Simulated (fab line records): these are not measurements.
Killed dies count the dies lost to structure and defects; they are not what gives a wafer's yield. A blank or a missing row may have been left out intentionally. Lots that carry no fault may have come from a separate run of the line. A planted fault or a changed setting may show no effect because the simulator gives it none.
A lot that was struck, set against a sound lot | flow rit-cmos | 44 out of 202 route steps
Sound: wafers L202.1, L202.2, L202.6. Struck: wafer L212.1. (L212.3, L212.4 of the same lot were not struck and are left out.) The cause comes at the end.
Per side, at each step with rows, come the tool, then ch with its chambers, and then its first start. Under that, the readings that differ: sound wafers | struck wafers | difference of the means | sigmas: that difference in standard deviations of wafers without a fault.
alike: readings with means less than 2 such deviations apart, plus words and numbers identical on both sides. not compared: withheld readings, readings lacking a value on some wafer, bounds such as >300 that could conceal the same value, and numbers that have no deviation in the record and whose values overlap.
The two part at a step that has a row with sigmas, a row that says differs or no value, or rows on one side only. When numbers do not overlap yet have no deviation, they are printed without sigmas and do not part them. A reading missing from all wafers of one side parts the sides only when that side holds two or more wafers.

first, 2 steps without rows for these wafers: RIT_PLDD_PEB_04; RIT_PLDD_DEVELOP_05 (develop time 50 s).
RIT_PLDD_OVL_MEAS_06:
  sound on overlay-01 at day 2 21:41; struck on overlay-02 at day 5 01:26
  reading       | sound       | struck | difference | sigmas
  PLDD_OVL (nm) | 0.6 1.6 2.1 | -2.2   | -3.6       | -3
then, 2 steps without rows for these wafers: RIT_PLDD_HARDBAKE_07 (time 60 s); RIT_PLDD_IMPLANT_08.
RIT_PLDD_STRIP_09: strips in O2, time 180 s.
  sound on plasma-asher-01 ch 0,1, day 2 22:02; struck on plasma-asher-01 ch 1, day 5 01:46
  alike: drypump-motor-current-A
  not compared: rf-hours-counter-h
RIT_PLDD_TW_MEAS_10:
  sound on film-metro-01 at day 2 22:12; struck on film-metro-02 at day 5 01:56
  alike: PLDD_TW
then, 4 steps without rows for these wafers: RIT_SPACER_CLEAN_00 (cleans in SC1, time 600 s); RIT_SPACER_CLEAN_01 (cleans in dHF, time 30 s); RIT_SPACER_CLEAN_02 (cleans in SC2, time 600 s); RIT_SPACER_CVD_03 (deposits Si3N4 from SiH2Cl2/NH3, target thk 250 nm, time 3300 s).
RIT_SPACER_THK_MEAS_04:
  sound on film-metro-01 at day 3 00:33; struck on film-metro-03 at day 5 05:22
  alike: SPACER_NITRIDE_THK
RIT_SPACER_ETCHBACK_05: etches Si3N4 in SF6/CHF3, stops on SiO2, target depth 250 nm, time 240 s.
  sound on rie-diel-01 ch 0,2,3, day 3 00:37; struck on rie-diel-02 ch 2, day 5 05:25
  reading                                     | sound             | struck | difference | sigmas
  oes-product-au (a.u.)                       | 0.844 0.843 0.838 | 0.712  | -0.130     | -8
  run-length-s (s)                            | 268.5 268.9 268.5 | 335.6  | +67.0      | +99 or more
  model.poly-Si_of_GATE_CVD_08.thk-nm (nm)    | 161.6 158.4 160.3 | 144.5  | -15.6      |
  model.Si3N4_of_SPACER_CVD_03.thk-nm (nm)    | 197.4 199.5 198.1 | 178.7  | -19.6      |
  model.SiO2_of_FOX2_OXIDATION_00.thk-nm (nm) | 176.4 177.7 178.5 | 173.7  | -3.8       |
  alike: drypump-motor-current-A, throttle-valve-pct
  not compared: rf-hours-counter-h
then, 6 steps without rows for these wafers: RIT_NSD_HMDS_00 (prime time 60 s); RIT_NSD_COAT_01 (resist thk 1000 nm); RIT_NSD_SOFTBAKE_02 (time 60 s); RIT_NSD_EXPOSE_03 (exposes mask M9, target cd 40700 nm); RIT_NSD_PEB_04; RIT_NSD_DEVELOP_05 (develop time 50 s).
RIT_NSD_OVL_MEAS_06:
  sound on overlay-01 at day 3 01:37; struck on overlay-01 at day 5 06:25
  alike: NSD_OVL
then, 2 steps without rows for these wafers: RIT_NSD_HARDBAKE_07 (time 60 s); RIT_NSD_IMPLANT_08.
RIT_NSD_STRIP_09: strips in O2, time 180 s.
  sound on plasma-asher-03 ch 0,1, day 3 01:56; struck on plasma-asher-03 ch 1, day 5 06:46
  alike: drypump-motor-current-A
  not compared: rf-hours-counter-h
RIT_NSD_TW_MEAS_10:
  sound on film-metro-02 at day 3 02:07; struck on film-metro-01 at day 5 06:56
  alike: NSD_TW
then, 6 steps without rows for these wafers: RIT_PSD_HMDS_00 (prime time 60 s); RIT_PSD_COAT_01 (resist thk 1000 nm); RIT_PSD_SOFTBAKE_02 (time 60 s); RIT_PSD_EXPOSE_03 (exposes mask M10, target cd 40900 nm); RIT_PSD_PEB_04; RIT_PSD_DEVELOP_05 (develop time 50 s).
RIT_PSD_OVL_MEAS_06:
  sound on overlay-01 at day 3 03:07; struck on overlay-02 at day 5 07:51
  reading      | sound       | struck | difference | sigmas
  PSD_OVL (nm) | 3.4 2.5 1.1 | -0.8   | -3.1       | -2
then, 2 steps without rows for these wafers: RIT_PSD_HARDBAKE_07 (time 60 s); RIT_PSD_IMPLANT_08.
RIT_PSD_STRIP_09: strips in O2, time 180 s.
  sound on plasma-asher-01 ch 0,1, day 3 03:27; struck on plasma-asher-03 ch 1, day 5 08:11
  alike: drypump-motor-current-A
  not compared: rf-hours-counter-h
RIT_PSD_TW_MEAS_10:
  sound on film-metro-04 at day 3 03:38; struck on film-metro-04 at day 5 08:22
  alike: PSD_TW
then, 2 steps without rows for these wafers: RIT_SDANNEAL_CLEAN_00 (cleans in SC1, time 600 s); RIT_SDANNEAL_CLEAN_01 (cleans in dHF, time 30 s).
RIT_SDANNEAL_CLEAN_02: cleans in SC2, time 600 s.
  sound on wet-bench-01 ch 0, day 3 03:53; struck on wet-bench-01 ch 1, day 5 08:38
  reading                                  | sound           | struck | difference | sigmas
  model.poly-Si_of_GATE_CVD_08.thk-nm (nm) | 157.3 154 155.9 | 140.1  | -15.6      |
RIT_SDANNEAL_RTA_03: time 5 s.
  sound on rtp-anneal-02 ch 0, day 3 04:03; struck on rtp-anneal-02 ch 0, day 5 08:48
  reading           | sound                | struck | difference | sigmas
  ramp-down-c-per-s | 171.03 170.96 170.95 | 170.92 | -0.06      | -2
  alike: anneal-temp-c-max, wafer_temp_C_max
RIT_SDANNEAL_RS_MEAS_04: a four-point-probe measurement.
  sound on film-metro-01 at day 3 04:07; struck on film-metro-04 at day 5 08:52
  alike: PSD_RS
RIT_SDANNEAL_RS_MEAS_05: a four-point-probe measurement.
  sound on film-metro-01 at day 3 04:14; struck on film-metro-04 at day 5 08:59
  alike: NSD_RS
RIT_SDANNEAL_RS_MEAS_06: a four-point-probe measurement.
  sound on film-metro-01 at day 3 04:21; struck on film-metro-04 at day 5 09:06
  reading          | sound             | struck | difference | sigmas
  PLDD_RS (ohm/sq) | 179.8 179.8 179.7 | 178.5  | -1.3       | -3
RIT_SILICIDE_WET_ETCH_00: etches SiO2 in BOE, target depth 14 nm, time 15 s.
  sound on wet-bench-01 ch 0, day 3 04:35; struck on wet-bench-02 ch 2, day 5 09:20
  reading                                     | sound             | struck | difference | sigmas
  model.Si3N4_of_SPACER_CVD_03.thk-nm (nm)    | 196.2 198.4 196.9 | 177.5  | -19.7      |
  model.SiO2_of_FOX2_OXIDATION_00.thk-nm (nm) | 147.7 149.2 149.8 | 144.9  | -4.0       |
RIT_M1_PROBE_99:
  the record has rows for the struck wafers here (prober-01, day 5 16:05) and none for the sound ones

WHERE THEY PART
Last at RIT_M1_PROBE_99 as far as this record goes, first at RIT_PLDD_OVL_MEAS_06.

WHY: whatever the simulator had introduced
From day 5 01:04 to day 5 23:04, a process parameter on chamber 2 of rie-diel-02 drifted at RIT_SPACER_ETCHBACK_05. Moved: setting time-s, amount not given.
